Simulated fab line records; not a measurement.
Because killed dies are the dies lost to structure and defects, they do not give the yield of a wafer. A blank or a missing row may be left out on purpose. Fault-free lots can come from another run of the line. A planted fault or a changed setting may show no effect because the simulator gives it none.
Which tool is to blame?	flow rit-cmos	45 wafers from 15 lots sampled at 5 of the route's 202 steps

WHAT THE GAUGES SHOWED, per wafer
RIT_PSD_TW_MEAS_10. Usual: PSD_TW typically reads 3406, with standard deviation 18.
lot	measured	on	PSD_TW	flag
L315	day 3 03:56	film-metro-01	3441 3421 3419	
L316	day 3 10:52	film-metro-04	3391 3393 3410	
L317	day 3 16:28	film-metro-04	3386 3388 3403	
L318	day 3 18:50	film-metro-04	3391 3374 3387	
L319	day 3 23:31	film-metro-01	3413 3407 3406	
L320	day 4 06:25	film-metro-02	3417 3380 3408	
L321	day 4 10:19	film-metro-04	3402 3396 3389	
L322	day 4 20:51	film-metro-02	3409 3408 3431	
L327	day 6 10:04	film-metro-01	3405 3396 3391	
L330	day 6 20:40	film-metro-02	3445 3411 3427	
L329	day 6 21:42	film-metro-01	3414 3394 3409	
L333	day 7 13:13	film-metro-04	3380 3367 3370	
L335	day 7 20:08	film-metro-02	3430 3446 3434	
L336	day 7 21:48	film-metro-02	3423 3417 3418	
L338	day 8 01:31	film-metro-02	3420 3427 3414	

RIT_SILICIDE_RS_MEAS_02: measures by four-point-probe. Usual: SILICIDE_TI_RS typically reads 50.1 ohm/sq, with standard deviation 0.67.
lot	measured	on	SILICIDE_TI_RS (ohm/sq)	flag
L315	day 3 05:04	film-metro-02	50.0 51.5 50.2	
L316	day 3 12:02	film-metro-02	49.6 50.1 50.0	
L317	day 3 17:41	film-metro-02	49.7 49.0 49.8	
L318	day 3 20:01	film-metro-02	50.2 50.6 49.9	
L319	day 4 00:40	film-metro-03	50.9 49.7 50.1	
L320	day 4 07:35	film-metro-01	50.0 50.0 49.3	
L321	day 4 11:28	film-metro-01	50.6 50.4 51.4	
L322	day 4 22:01	film-metro-02	49.0 49.2 50.2	
L327	day 6 11:11	film-metro-01	50.4 50.6 51.1	
L330	day 6 21:47	film-metro-02	49.5 49.1 49.4	
L329	day 6 22:50	film-metro-03	51.2 49.4 50.4	
L333	day 7 14:22	film-metro-03	50.5 50.5 50.2	
L335	day 7 21:17	film-metro-02	49.7 50.3 49.7	
L336	day 7 22:58	film-metro-01	51.1 50.0 50.3	
L338	day 8 02:41	film-metro-01	50.3 50.0 50.2	

RIT_SILICIDE_THK_MEAS_03: measures by xrf. Usual: SILICIDE_TI_THK typically reads 28.2 nm, with standard deviation 0.33.
lot	measured	on	SILICIDE_TI_THK (nm)	flag
L315	day 3 05:11	film-metro-02	28.2 27.5 28.0	
L316	day 3 12:09	film-metro-02	28.5 28.1 28.2	
L317	day 3 17:47	film-metro-02	28.3 28.8 28.5	
L318	day 3 20:07	film-metro-02	28.2 27.9 28.2	
L319	day 4 00:47	film-metro-03	27.7 28.1 27.9	
L320	day 4 07:41	film-metro-01	28.3 28.5 28.8	
L321	day 4 11:34	film-metro-01	28.2 28.2 27.8	
L322	day 4 22:08	film-metro-02	28.5 28.3 27.9	
L327	day 6 11:18	film-metro-01	28.2 28.2 27.8	
L330	day 6 21:55	film-metro-02	28.2 28.6 28.3	
L329	day 6 22:57	film-metro-03	27.6 28.2 27.8	
L333	day 7 14:28	film-metro-03	27.8 27.9 27.8	
L335	day 7 21:23	film-metro-02	28.2 28.0 28.2	
L336	day 7 23:04	film-metro-01	27.8 28.4 28.3	
L338	day 8 02:48	film-metro-01	28.4 28.4 28.4	

RIT_CONTACT_OVL_MEAS_09. Usual: CONTACT_OVL typically reads -0.5 nm, with standard deviation 1.6.
lot	measured	on	CONTACT_OVL (nm)	flag
L315	day 3 06:44	overlay-01	-1.7 -2.5 -2.0	
L316	day 3 13:43	overlay-02	-0.9 0.3 0.0	
L317	day 3 19:22	overlay-02	-0.7 -3.3 -3.4	
L318	day 3 21:40	overlay-02	0.9 1.5 0.6	
L319	day 4 02:20	overlay-01	1.1 0.5 0.8	
L320	day 4 09:07	overlay-01	0.1 2.2 0.3	
L321	day 4 13:02	overlay-01	-0.7 -1.0 -1.4	
L322	day 4 23:46	overlay-01	-1.4 -2.1 0.1	
L327	day 6 12:53	overlay-01	238.2 239.2 237.2	OFF
L330	day 6 23:28	overlay-01	238.0 237.1 237.7	OFF
L329	day 7 00:26	overlay-02	239.3 240.9 239.4	OFF
L333	day 7 16:01	overlay-02	1.1 -0.7 -1.6	
L335	day 7 22:58	overlay-02	-0.5 1.4 0.6	
L336	day 8 00:30	overlay-01	1.5 2.1 2.7	
L338	day 8 04:14	overlay-02	-0.7 -2.1 -2.1	

WHICH TOOL RAN EACH LOT (tool, then ch and the chambers of the sampled wafers, then the start)
lot	RIT_CONTACT_EXPOSE_05
L315	iline-stepper-01 ch 0, day 3 06:07
L316	iline-stepper-02 ch 0, day 3 13:04
L317	iline-stepper-01 ch 0, day 3 18:44
L318	iline-stepper-02 ch 0, day 3 21:04
L319	iline-stepper-01 ch 0, day 4 01:43
L320	iline-stepper-01 ch 0, day 4 08:30
L321	iline-stepper-01 ch 0, day 4 12:25
L322	iline-stepper-01 ch 0, day 4 23:08
L327	iline-stepper-02 ch 0, day 6 12:15
L330	iline-stepper-02 ch 0, day 6 22:50
L329	iline-stepper-02 ch 0, day 6 23:49
L333	iline-stepper-01 ch 0, day 7 15:25
L335	iline-stepper-01 ch 0, day 7 22:20
L336	iline-stepper-01 ch 0, day 7 23:52
L338	iline-stepper-01 ch 0, day 8 03:36
- RIT_CONTACT_EXPOSE_05: exposes mask M11, target cd 1000 nm.

AS READ BY THE TOOLS THEMSELVES (means over the sampled wafers that have a number; for cases with no such wafer, the mark the record gives instead)
The record holds no such reading with a usual standard deviation.

THE ANSWER, worked out from the rows above alone
Rule: a lot counts as off when the mean over its wafers that have a number is more than 3 standard deviations away from the usual mean. A lot without any number at a reading at which 4 lots or more have one is off too. All remaining lots with rows at the step are treated as sound. The gauges are gone through in route order, then the tools' own readings, and for those a lot's mean is taken as printed above. The first step at which some lot is off is used, and at that step the reading that is off furthest; a lot without a number counts as furthest.
Off: L327, L330, L329, at RIT_CONTACT_OVL_MEAS_09 (CONTACT_OVL).
If a tool, at a process step before that reading, ran all the lots that are off and no sound lot after the first of them, it fits. The gauges at RIT_CONTACT_OVL_MEAS_09 are tried like those tools. One fits: iline-stepper-02 at RIT_CONTACT_EXPOSE_05. A fault onset in the window from L318 (day 3 21:04, its last sound lot) to L327 (day 6 12:15, its first lot off) fits.

WHAT WAS PUT IN BY THE SIMULATOR
Scanner matching overlay: iline-stepper-02, from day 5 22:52 on, at RIT_CONTACT_EXPOSE_05. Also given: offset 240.
Struck lots among those shown: L327, L330, L329. Same finding as the rule above.
